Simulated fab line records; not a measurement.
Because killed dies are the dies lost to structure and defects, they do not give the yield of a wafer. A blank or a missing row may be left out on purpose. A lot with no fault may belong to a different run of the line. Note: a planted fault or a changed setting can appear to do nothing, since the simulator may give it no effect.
A struck lot beside a sound one || flow berkeley_cmos170 || 18 out of 331 route steps
Sound: these wafers, L896.1, L896.3, L896.5. Wafers struck: L905.2, L905.3, L905.6. The cause is given at the end.
Per side, at each step with rows, come the tool, then ch with its chambers, and then its first start. Under that, the readings that differ: sound wafers || struck wafers || difference of the means || sigmas: that difference in standard deviations of wafers without a fault.
alike: readings with means less than 2 such deviations apart, plus words and numbers identical on both sides. not compared: withheld readings, readings lacking a value on some wafer, bounds such as >300 that could conceal the same value, and numbers that have no deviation in the record and whose values overlap.
The two part at a step that has a row with sigmas, a row that says differs or no value, or rows on one side only. When numbers do not overlap yet have no deviation, they are printed without sigmas and do not part them. A reading missing from all wafers of one side parts the sides only when that side holds two or more wafers.

first, 2 steps without rows for these wafers: UCB170_GATE_PEB_10; UCB170_GATE_DEVELOP_11 (develop time 45 s).
UCB170_GATE_CD_MEAS_12: target cd 350 nm.
  struck on cd_sem-02, day 8 10:40; sound on cd_sem-01, day 6 05:01
  alike: cd_nm
UCB170_GATE_OVL_MEAS_13:
  struck on overlay-01, day 8 10:46; sound on overlay-01, day 6 05:08
  alike: GATE_OVL
UCB170_GATE_ETCH_14: etches BARC in N2/H2.
  sound on rie_diel-03 ch 0,3, day 6 05:10; struck on rie_diel-01 ch 2,3, day 8 10:47
  alike: drypump_motor_current_A, oes_product_au, throttle_valve_pct
UCB170_GATE_ETCH_15: etches poly-Si in HBr/Cl2, stops on SiO2, time 56.3 s, target depth 278.2 nm.
  sound on rie_si-01 ch 0,1,3, day 6 05:13; struck on rie_si-01 ch 2,3, day 8 10:50
  alike: drypump_motor_current_A, oes_product_au, throttle_valve_pct
  not compared: rf_hours_counter_h
UCB170_GATE_STRIP_16: strips in O2.
  sound on plasma_asher-01 ch 0, day 6 05:16; struck on plasma_asher-04 ch 0,1, day 8 10:53
  alike: drypump_motor_current_A, o2_flow_sccm, oes_product_au
  not compared: rf_hours_counter_h
UCB170_GATE_CD_MEAS_90: target cd 350 nm.
  struck on cd_sem-02, day 8 11:02; sound on cd_sem-01, day 6 05:23
  alike: cd_nm
then, 4 steps without rows for these wafers: UCB170_GATE_CLEAN_17 (cleans in SPM, time 600 s); UCB170_PLDD_HMDS_00 (prime time 60 s); UCB170_PLDD_COAT_01 (resist thk 900 nm); UCB170_PLDD_SOFTBAKE_02 (time 60 s).
UCB170_PLDD_EXPOSE_03: exposes mask PSELECT, target cd 1200 nm.
  sound on krf_scanner-02 ch 0, day 6 09:03; struck on krf_scanner-01 ch 0, day 8 12:46
{"reading": "model.PLDD.overlay_x_nm (nm)", "sound": "-0.3597 -0.3597 -0.3597", "struck": "320.4 320.4 320.4", "difference": "+320.8", "sigmas": ""}
  alike: mask, reticle_temp_C
then, 2 steps without rows for these wafers: UCB170_PLDD_PEB_04; UCB170_PLDD_DEVELOP_05 (develop time 45 s).
UCB170_PLDD_CD_MEAS_06: target cd 1200 nm.
  struck on cd_sem-02, day 8 13:19; sound on cd_sem-01, day 6 09:27
  alike: cd_nm
UCB170_PLDD_OVL_MEAS_07:
  struck on overlay-01, day 8 13:38; sound on overlay-01, day 6 09:34
{"reading": "PLDD_OVL (nm)", "sound": "6 -9 -8", "struck": "311 318 318", "difference": "+319", "sigmas": "+55"}
  not compared: hold
UCB170_M3_PROBE_99:
  sound wafers here have rows in the record (prober-01, day 7 22:26); struck ones have none

== WHERE THEY PART ==
Last at UCB170_M3_PROBE_99 as far as this record goes, first at UCB170_PLDD_OVL_MEAS_07.

WHY: what the simulator had put in
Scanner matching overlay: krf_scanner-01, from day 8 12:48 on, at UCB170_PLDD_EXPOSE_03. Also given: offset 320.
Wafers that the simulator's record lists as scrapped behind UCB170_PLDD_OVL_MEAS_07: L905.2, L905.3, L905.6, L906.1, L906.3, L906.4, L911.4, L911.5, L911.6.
